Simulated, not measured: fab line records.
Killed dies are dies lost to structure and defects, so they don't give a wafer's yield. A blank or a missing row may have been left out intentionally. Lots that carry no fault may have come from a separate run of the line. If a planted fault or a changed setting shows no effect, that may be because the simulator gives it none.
Split-lot trial    flow berkeley-cmos170    on a route of 331 steps: 5 lots, 23 wafers read

ABOUT THE SPLIT
At UCB170_PSD_PEB_04, the setting peb-temp-c was moved away from the recipe's 130 C on 6 of the 23 wafers read, by -1.8% to +2.0%. All remaining wafers had this setting at the recipe value.

SPLIT TO READING: what lies between them in the file, 1 step
- UCB170_PSD_DEVELOP_05: develop time 45 s

THE READING
cd-nm, in nm, at UCB170_PSD_CD_MEAS_06 (target cd 1200 nm). Fault-free wafers of this fab line usually give 1200.2 nm, standard deviation 1.4 nm.

wafer   tool, chamber at the split  peb-temp-c as run, C  against the recipe  cd-nm, nm  against lot-mates on the recipe
L078.1  litho-track-02, 0           130                   recipe              1201.7     -
L078.2  litho-track-02, 0           130                   recipe              1201.1     -
L078.3  litho-track-02, 0           130                   recipe              1201.5     -
L078.4  litho-track-02, 0           130                   recipe              1202.2     -
L078.5  litho-track-02, 0           130                   recipe              1201.4     -
L082.1  litho-track-02, 0           132.6                 +2.0%               1218.4     +16.9
L082.3  litho-track-02, 0           130                   recipe              1202.0     -
L082.4  litho-track-02, 0           132.6                 +2.0%               1217.3     +15.8
L082.5  litho-track-02, 0           132.6                 +2.0%               1216.8     +15.3
L082.6  litho-track-02, 0           130                   recipe              1201.0     -
L084.2  litho-track-04, 0           130                   recipe              1198.1     -
L084.5  litho-track-04, 0           130                   recipe              1199.1     -
L084.6  litho-track-04, 0           130                   recipe              1199.2     -
L083.1  litho-track-04, 0           130                   recipe              1198.5     -
L083.2  litho-track-04, 0           130                   recipe              1199.7     -
L083.3  litho-track-04, 0           130                   recipe              1199.2     -
L083.4  litho-track-04, 0           130                   recipe              1199.8     -
L083.5  litho-track-04, 0           130                   recipe              1197.9     -
L085.2  litho-track-02, 0           130                   recipe              1200.2     -
L085.3  litho-track-02, 0           127.7                 -1.8%               1181.4     -18.4
L085.4  litho-track-02, 0           130                   recipe              1199.4     -
L085.5  litho-track-02, 0           127.7                 -1.8%               1183.2     -16.6
L085.6  litho-track-02, 0           127.7                 -1.8%               1180.6     -19.2

THE FIT
A straight line over all 23 wafers: cd-nm changes by +9.45 nm for each +1% of peb-temp-c; r = +0.99; the points scatter about the line by 1.5 nm.
The same after taking each lot's own level away (the mean of its wafers on the recipe; 23 wafers): +8.99 nm for each +1%; r = +0.99; scatter 1.2 nm.
That fit puts the effect of the largest move of peb-temp-c on the reading at 18 nm.
From 1198.80 to 1201.58 nm: that is the span of the lots' own levels, equal to 2.0 times the standard deviation above.
So the lot-to-lot level changes the slope little: the two slopes agree.
Check: for one of the wafers moved furthest among these (+2.0%), held out of the fit, the line's prediction against its lot-mates is +17.6 nm. Against them it came out at +16.9 nm.

OTHER SPLITS APPLIED TO THESE WAFERS
Other splits were also applied to these wafers ahead of the reading. Each is held against what the fit with the lots' levels taken away leaves over:
other split on the same wafers        wafers away from the commonest value  r with cd-nm (lot level and that fit taken away)
UCB170_ZERO_STRIP_07 o2-flow-sccm     10                                    -0.21
UCB170_NWELL_IMPLANT_14 energy-kev    6                                     +0.06
UCB170_PWELL_PEB_11 peb-temp-c        7                                     +0.17
UCB170_WELLDRIVE_OXIDATION_01 temp-c  10                                    +0.32
UCB170_SCREENOX_OXIDATION_01 temp-c   18                                    +0.10
UCB170_PVT_STRIP_08 o2-flow-sccm      8                                     +0.56
UCB170_GATE_COAT_07 resist-thk-nm     10                                    +0.06
UCB170_NLDD_EXPOSE_03 dose-mj         12                                    +0.16
UCB170_NLDD_IMPLANT_09 energy-kev     5                                     -0.05

THE FILE'S OWN FIT
cd-nm changes by +8.98 nm for each +1% of peb-temp-c, r = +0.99.
